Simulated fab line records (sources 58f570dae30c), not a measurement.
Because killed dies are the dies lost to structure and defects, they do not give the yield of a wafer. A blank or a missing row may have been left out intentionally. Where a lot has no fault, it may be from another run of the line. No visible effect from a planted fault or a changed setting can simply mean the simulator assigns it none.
2 desks, one fault | flow berkeley_cmos170 | what lay behind the numbers comes last; until then each desk has only its own

## AT THE METROLOGY DESK
What the gauges read for every lot (on any tool): the sampled wafers with a number, averaged. Any lot whose mean is over 4 standard deviations away from the usual mean is out of limits and marked OUT; that distance is given in the brackets.
Columns: A = PWELL_OXIDE_THK at UCB170_PWELL_THK_MEAS_03, usual 26.4 nm; B = WELLDRIVE_OXIDE_THK at UCB170_WELLDRIVE_THK_MEAS_02, usual 197 nm; C = ACTIVE_NITRIDE_THK at UCB170_ACTIVE_THK_MEAS_06, usual 220.3 nm; D = cd_nm at UCB170_ACTIVE_CD_MEAS_13, usual 1199.9 nm
lot  | first seen here | A    | B              | C     | D
L529 | day 3 02:18     | 26.5 | 197            | 222.8 | 1199.2
L530 | day 3 02:19     | 26.4 | 205            | 220.2 | 1200.5
L532 | day 3 22:31     | 26.7 | 204            | 218.5 | 1200.6
L533 | day 4 10:28     | 26.1 | 199            | 221.5 | 1201.0
L535 | day 4 18:47     | 26.8 | 200            | 221.8 | 1198.6
L534 | day 4 18:51     | 26.5 | 200            | 218.9 | 1199.3
L537 | day 5 03:02     | 27.2 | 197            | 222.0 | 1198.6
L538 | day 5 03:03     | 26.9 | 193            | 218.0 | 1200.0
L540 | day 5 06:50     | 26.1 | 191            | 218.9 | 1200.4
L536 | day 5 06:50     | 25.9 | 196            | 218.9 | 1199.8
L539 | day 5 09:32     | 26.2 | 218 (+5.3) OUT | 217.5 | 1201.6
L541 | day 5 18:00     | 25.8 | 218 (+5.2) OUT | 221.9 | 1200.0
L542 | day 5 18:00     | 26.4 | 226 (+7.3) OUT | 223.1 | 1200.7
L545 | day 6 02:34     | 26.2 | 192            | 224.4 | 1198.4
L546 | day 6 08:37     | 26.0 | 192            | 222.6 | 1198.8
This desk reports L539, L541, L542 out of limits; the earliest was L539 at day 6 09:01 (WELLDRIVE_OXIDE_THK at UCB170_WELLDRIVE_THK_MEAS_02). Within limits: L529, L530, L532, L533, L535, L534, L537, L538, L540, L536, L545, L546.

## AT THE TOOL OWNER'S DESK: furnace-03
The tool's own readings at UCB170_WELLDRIVE_OXIDATION_01 (target thk 199 nm, ox time 9000 s): means of the sampled wafers that have a number, for each lot that ran on this tool. Any lot whose mean is over 4 standard deviations away from the usual mean is out of limits and marked OUT; that distance is given in the brackets.
Columns: A = tube_center_temp_C at UCB170_WELLDRIVE_OXIDATION_01, usual 1100 C
lot  | first seen here | A
L532 | day 4 18:11     | 1100
L533 | day 5 04:57     | 1100
L534 | day 5 12:23     | 1100
L535 | day 5 12:23     | 1100
L537 | day 5 17:23     | 1100
L538 | day 5 17:23     | 1100
L539 | day 6 05:30     | 1100
L541 | day 6 10:20     | 1100
L542 | day 6 10:20     | 1100
Result from this desk: across the 9 lots, nothing is out of limits.

## ALL TOGETHER
Metrology desk: alarm possible at day 6 09:01 on L539, L541, L542.
The desk of the tool owner found nothing out of limits.
The tool owner's desk has L539, L541, L542 on record, within its limits.
On furnace-03, each named lot ran UCB170_WELLDRIVE_OXIDATION_01.

## WHAT HAD BEEN PUT IN BY THE SIMULATOR
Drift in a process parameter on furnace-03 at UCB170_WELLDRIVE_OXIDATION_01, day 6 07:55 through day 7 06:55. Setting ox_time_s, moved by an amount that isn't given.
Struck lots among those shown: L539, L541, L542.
Time in hours between the start of the fault and the first out-of-limits reading at each desk: metrology desk, 1.
